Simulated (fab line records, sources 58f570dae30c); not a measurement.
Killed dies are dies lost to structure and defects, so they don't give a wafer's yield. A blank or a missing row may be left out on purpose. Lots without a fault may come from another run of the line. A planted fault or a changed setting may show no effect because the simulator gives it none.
fab line records | flow berkeley_cmos170 | part 2 of 2: steps 28 to 37 of 37
record lots=5 wafers=15 last_day=13
route steps=331 shown PSD@178 NSD@187 BACKSIDE@199 SDANNEAL@204 PLDD@208 NLDD@209 SILICIDE@210
lots that met no fault: from a run of the same line without faults
start_h: hours from the record's first day to the start of the lot's first wafer shown | wait_h: hours since the lot's step before | " the same as in the row above | L1.1+2: a row that stands for several wafers | - no value, or no start given | * or withheld: withheld | < > ~ a bound
route shown NAME@n: a module of which the file shows steps, and the number in the route of the first | usual: mean/standard deviation of fault-free wafers | same: alike in all rows | chamber/n: place in a boat | sites: the reading at each site | _std_site: their standard deviation | _edge_site: outer sites' mean less inner sites' | radius_mm: how far each site lies from the wafer's centre | mask NAME#n: copy n | behind: the tool/chamber that last shaped the wafer | hold: why the lot was held/for how many hours/how that ended | device: the transistor (n, p or np) that didn't switch | end of line: the same wafers' tests at the end of the route | a step without rows: its recipe alone | killed: dies lost to structure and defects at the first sort, not the wafer's yield | map: a wafer's dies, x killed, . not, _ none there
set.NAME: the setting as run; set.NAME@STEP: as run at that earlier step | model.NAME: the simulator's own value behind a step, which no gauge read
lots at some steps of the route; a table a step, a row a wafer
services: from which hour (start_h, from the record's first day; less than 0 if before it) a tool's chamber was out of use, for how many hours, and why
## steps
# step UCB170_SDANNEAL_RTA_01
# recipe temp_c=1050 time_s=5 ambient=N2
# usual lamp_power_pct=38.0/1.8 wafer_temp_C_max=1055.4/1.1
# columns lot.wafer tool chamber start_h wait_h lamp_power_pct wafer_temp_C_max
L075.1 rtp_anneal-02 0 159.52 0.1 36.8 1056.9
L075.4 " 0 " " 36.8 1054.9
L075.6 " 0 " " 36.8 1056.3
L077.1 rtp_anneal-02 0 183.04 0.1 36.8 1054.6
L077.2 " 0 " " 36.7 1057.2
L077.6 " 0 " " 36.8 1055.3
L088.3 rtp_anneal-02 0 241.21 0.1 36.8 1055.1
L088.5 " 0 " " 36.8 1056.6
L088.6 " 0 " " 36.8 1056.3
L091.2 rtp_anneal-01 0 251.68 0.1 40.5 1055.2
L091.3 " 0 " " 40.5 1057.9
L091.5 " 0 " " 40.5 1056.0
L096.1 rtp_anneal-02 0 289.25 0.1 36.8 1056.7
L096.3 " 0 " " 36.8 1056.4
L096.4 " 0 " " 36.8 1055.0
# step UCB170_SDANNEAL_RS_MEAS_02
# recipe thk_meas_gauge=four-point-probe
# usual PSD_RS=75.5/0.33
# columns lot.wafer tool chamber start_h wait_h PSD_RS[ohm/sq]
L075.1 film_metro-04 - 159.58 0.0 76.2
L075.4 " - " " 75.9
L075.6 " - " " 76.1
L077.1 film_metro-02 - 183.16 0.1 75.5
L077.2 " - " " 75.5
L077.6 " - " " 75.8
L088.3 film_metro-02 - 241.29 0.1 75.5
L088.5 " - " " 75.6
L088.6 " - " " 75.5
L091.2 film_metro-01 - 251.75 0.1 75.3
L091.3 " - " " 75.5
L091.5 " - " " 75.5
L096.1 film_metro-01 - 289.31 0.0 75.6
L096.3 " - " " 75.4
L096.4 " - " " 75.8
# step UCB170_SDANNEAL_RS_MEAS_03
# recipe thk_meas_gauge=four-point-probe
# usual NSD_RS=37.25/0.086
# columns lot.wafer tool chamber start_h wait_h NSD_RS[ohm/sq]
L075.1 film_metro-04 - 159.70 0.1 37.31
L075.4 " - " " 37.26
L075.6 " - " " 37.13
L077.1 film_metro-02 - 183.28 0.1 37.41
L077.2 " - " " 37.19
L077.6 " - " " 37.28
L088.3 film_metro-02 - 241.41 0.1 37.20
L088.5 " - " " 37.20
L088.6 " - " " 37.17
L091.2 film_metro-01 - 251.87 0.1 37.10
L091.3 " - " " 37.32
L091.5 " - " " 37.32
L096.1 film_metro-01 - 289.43 0.1 37.28
L096.3 " - " " 37.25
L096.4 " - " " 37.25
# step UCB170_SDANNEAL_RS_MEAS_04
# recipe thk_meas_gauge=four-point-probe
# usual PLDD_RS=1032/3.1
# columns lot.wafer tool chamber start_h wait_h PLDD_RS[ohm/sq]
L075.1 film_metro-04 - 159.82 0.1 1029
L075.4 " - " " 1031
L075.6 " - " " 1029
L077.1 film_metro-02 - 183.40 0.1 1036
L077.2 " - " " 1034
L077.6 " - " " 1033
L088.3 film_metro-02 - 241.53 0.1 1037
L088.5 " - " " 1038
L088.6 " - " " 1037
L091.2 film_metro-01 - 251.99 0.1 1026
L091.3 " - " " 1028
L091.5 " - " " 1027
L096.1 film_metro-01 - 289.55 0.1 1028
L096.3 " - " " 1033
L096.4 " - " " 1033
# step UCB170_SDANNEAL_RS_MEAS_05
# recipe thk_meas_gauge=four-point-probe
# usual NLDD_RS=616.3/1.5
# columns lot.wafer tool chamber start_h wait_h NLDD_RS[ohm/sq]
L075.1 film_metro-04 - 159.94 0.1 616.8
L075.4 " - " " 616.4
L075.6 " - " " 616.8
L077.1 film_metro-02 - 183.52 0.1 616.0
L077.2 " - " " 616.1
L077.6 " - " " 618.4
L088.3 film_metro-02 - 241.65 0.1 617.1
L088.5 " - " " 617.0
L088.6 " - " " 615.7
L091.2 film_metro-01 - 252.11 0.1 613.3
L091.3 " - " " 613.4
L091.5 " - " " 617.2
L096.1 film_metro-01 - 289.67 0.1 616.1
L096.3 " - " " 614.8
L096.4 " - " " 614.3
# step UCB170_SILICIDE_PRE_CLEAN_00
# recipe gas=Ar preclean_etch_time_s=60
# same preclean_etch_time_s=60
# columns lot.wafer tool chamber start_h wait_h
L075.1+4+6 pvd_sputter-01 - 160.06 0.1
L077.1+2+6 pvd_sputter-01 - 183.64 0.1
L088.3+5+6 pvd_sputter-01 - 241.73 0.1
L091.2+3+5 pvd_sputter-01 - 252.21 0.1
L096.1+3+4 pvd_sputter-02 - 289.79 0.1
# step UCB170_SILICIDE_SPUTTER_01
# recipe material=Ti target_thk_nm=30 time_s=25 power_w=1500 chamber_pressure_pa=0.5
# usual throttle_valve_pct=30.2/1.3
# columns lot.wafer tool chamber start_h wait_h throttle_valve_pct
L075.1 pvd_sputter-01 - 160.12 0.0 29.1
L075.4 " - " " 30.8
L075.6 " - " " 28.8
L077.1 pvd_sputter-01 - 183.71 0.0 30.7
L077.2 " - " " 29.3
L077.6 " - " " 29.5
L088.3 pvd_sputter-01 - 241.80 0.0 30.4
L088.5 " - " " 29.0
L088.6 " - " " 30.5
L091.2 pvd_sputter-01 - 252.27 0.0 30.8
L091.3 " - " " 30.5
L091.5 " - " " 30.8
L096.1 pvd_sputter-02 - 289.86 0.0 30.1
L096.3 " - " " 28.9
L096.4 " - " " 30.7
# step UCB170_SILICIDE_RS_MEAS_02
# recipe thk_meas_gauge=four-point-probe reads=Ti_of_SILICIDE_SPUTTER_01
# usual SILICIDE_TI_RS=26.3/0.42
# columns lot.wafer tool chamber start_h wait_h SILICIDE_TI_RS[ohm/sq]
L075.1 film_metro-01 - 160.24 0.1 26.9
L075.4 " - " " 26.6
L075.6 " - " " 26.8
L077.1 film_metro-03 - 183.74 0.0 26.0
L077.2 " - " " 26.5
L077.6 " - " " 26.2
L088.3 film_metro-01 - 241.87 0.1 26.8
L088.5 " - " " 27.0
L088.6 " - " " 26.9
L091.2 film_metro-04 - 252.32 0.0 26.2
L091.3 " - " " 26.5
L091.5 " - " " 26.2
L096.1 film_metro-01 - 289.89 0.0 26.0
L096.3 " - " " 26.2
L096.4 " - " " 26.0
# step UCB170_SILICIDE_THK_MEAS_03
# recipe thk_meas_gauge=xrf reads=Ti_of_SILICIDE_SPUTTER_01
# usual SILICIDE_TI_THK=29.9/0.38
# columns lot.wafer tool chamber start_h wait_h SILICIDE_TI_THK[nm]
L075.1 film_metro-01 - 160.36 0.1 29.5
L075.4 " - " " 29.8
L075.6 " - " " 29.6
L077.1 film_metro-03 - 183.86 0.1 30.2
L077.2 " - " " 29.8
L077.6 " - " " 29.9
L088.3 film_metro-01 - 241.97 0.1 29.3
L088.5 " - " " 29.2
L088.6 " - " " 29.3
L091.2 film_metro-04 - 252.43 0.1 29.7
L091.3 " - " " 29.6
L091.5 " - " " 29.7
L096.1 film_metro-01 - 290.01 0.1 30.0
L096.3 " - " " 30.0
L096.4 " - " " 29.9
# step UCB170_SILICIDE_RTA_04
# recipe temp_c=650 time_s=15 ambient=N2
# usual lamp_power_pct=10.5/0.45 wafer_temp_C_max=653.3/0.68
# columns lot.wafer tool chamber start_h wait_h lamp_power_pct wafer_temp_C_max
L075.1 rtp_anneal-02 0 160.42 0.1 10.2 653.1
L075.4 " 0 " " 10.2 652.3
L075.6 " 0 " " 10.2 653.3
L077.1 rtp_anneal-02 0 183.92 0.1 10.2 652.6
L077.2 " 0 " " 10.2 652.5
L077.6 " 0 " " 10.2 652.8
L088.3 rtp_anneal-02 0 242.03 0.1 10.2 654.1
L088.5 " 0 " " 10.2 653.9
L088.6 " 0 " " 10.2 654.1
L091.2 rtp_anneal-01 0 252.50 0.1 11.2 653.2
L091.3 " 0 " " 11.2 652.7
L091.5 " 0 " " 11.3 652.9
L096.1 rtp_anneal-02 0 290.07 0.1 10.2 653.0
L096.3 " 0 " " 10.2 654.0
L096.4 " 0 " " 10.2 653.8
## services
# columns tool chamber start_h hours kind
krf_scanner-01 - 128.75 3.6 pm
implanter-01 - 140.12 7.3 repair
implanter-03 - 150.71 18.1 pm
implanter-01 - 156.53 4.2 pm
implanter-02 - 159.29 1.7 repair
rtp_anneal-01 - 175.38 38.9 pm
implanter-02 - 180.77 3.4 repair
pvd_sputter-02 - 181.21 3.1 repair
pvd_sputter-01 - 190.89 5.2 repair
plasma_asher-04 - 197.11 0.4 repair
pvd_sputter-02 - 199.26 2.6 repair
pvd_sputter-01 - 202.17 14.1 repair
plasma_asher-04 - 204.01 1.1 repair
implanter-02 - 210.76 4.2 repair
krf_scanner-01 - 211.86 7.5 repair
krf_scanner-01 - 220.09 1.3 pm
pvd_sputter-02 - 221.35 6.1 repair
krf_scanner-02 - 259.07 1.3 pm
krf_scanner-01 - 261.72 0.2 repair
krf_scanner-02 - 263.61 1.0 pm
implanter-03 - 263.93 3.8 pm
krf_scanner-01 - 267.40 1.0 pm
krf_scanner-02 - 275.58 0.8 pm
plasma_asher-01 - 289.10 13.0 repair
